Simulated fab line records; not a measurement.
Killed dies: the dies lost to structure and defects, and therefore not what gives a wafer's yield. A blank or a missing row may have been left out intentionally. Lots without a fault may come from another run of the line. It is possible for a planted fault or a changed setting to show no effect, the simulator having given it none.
8D (eight disciplines) problem report, filled in by code | flow berkeleyCmos170 | the parts of the form that need people (team, actions taken, sign-off) are left out

== 1. PROBLEM STATEMENT ==
Wafers without a fault read 100.02 C, standard deviation 0.12; primeTempC at UCB170_ZERO_HMDS_00 reads a mean of 103.25 C on 6 wafers belonging to 2 lots. Relative to the usual mean, that is a shift of +27 standard deviations.
The step: prime time 60 s.
Seen first at day 5 00:31 on lithoTrack-01, wafer L775.1. Wafers with a number at this step in the record: 42, from 14 lots. Rule for "out" (also "out of limits"): further than 4 standard deviations from the usual mean. All remaining wafers that have a number are taken as sound.

== 2. WHAT IT IS AND WHAT IT IS NOT ==
question                    | is                     | is not
which readings at this step | primeTempC             | -
which lots                  | L775, L778             | L761, L762, L764, L765, L766, L767, L769, L771, L777, L779, L780, L782
which wafers of those lots  | all that have a number | -
read on which tools         | lithoTrack-01          | lithoTrack-03, lithoTrack-04
when                        | from day 5 00:31       | up to then (24 sound wafers); but 12 sound wafers of L777, L779, L780, L782 came after

== 3. THE SUSPECTS, EACH WITH WHAT RULES IT OUT ==
Counting: a tool stays on the suspect list if, at a process step up to the reading, it processed all lots that are out and no sound lot following the first of them.
- lithoTrack-01 at UCB170_ZERO_HMDS_00 (prime time 60 s): kept. It processed each lot that is out, first L775 at day 5 00:31, and no sound lot thereafter; up to then, the last sound lot it processed was L771 at day 4 01:41. On those wafers its own readings are out: primeTempC.
After counting, what remains is lithoTrack-01 at UCB170_ZERO_HMDS_00.

== 4. THE CAUSE (what the simulator had put in) ==
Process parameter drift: lithoTrack-01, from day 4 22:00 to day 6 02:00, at UCB170_ZERO_HMDS_00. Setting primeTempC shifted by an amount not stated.
The count eliminated every tool but this one.

== 5. THE CHAIN OF EFFECTS, in route order ==
Rows list readings where the struck wafers' mean (over those with a number) sits beyond 3 standard deviations from the usual. Readings are gone through only where the record gives a usual standard deviation; hours: the median, over the lots, of the time from a lot's start at the first step in this table giving one to that lot's start at this step; sigmas: the change measured in usual standard deviations.
hours | step                | reading    | usual    | on struck wafers | change | sigmas
0     | UCB170_ZERO_HMDS_00 | primeTempC | 100.02 C | 103.25           | +3.23  | +27
Its process steps:
- UCB170_ZERO_HMDS_00: prime time 60 s.
At these later measuring or inspecting steps, every struck wafer for which the step has a row has a number for every such reading, and none has moved that far: UCB170_NWELL_THK_MEAS_02.

== 6. WHAT WOULD HAVE CAUGHT IT SOONER ==
In this record the first reading out of limits was taken at day 5 00:31, 3 hours after the fault began at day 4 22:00.
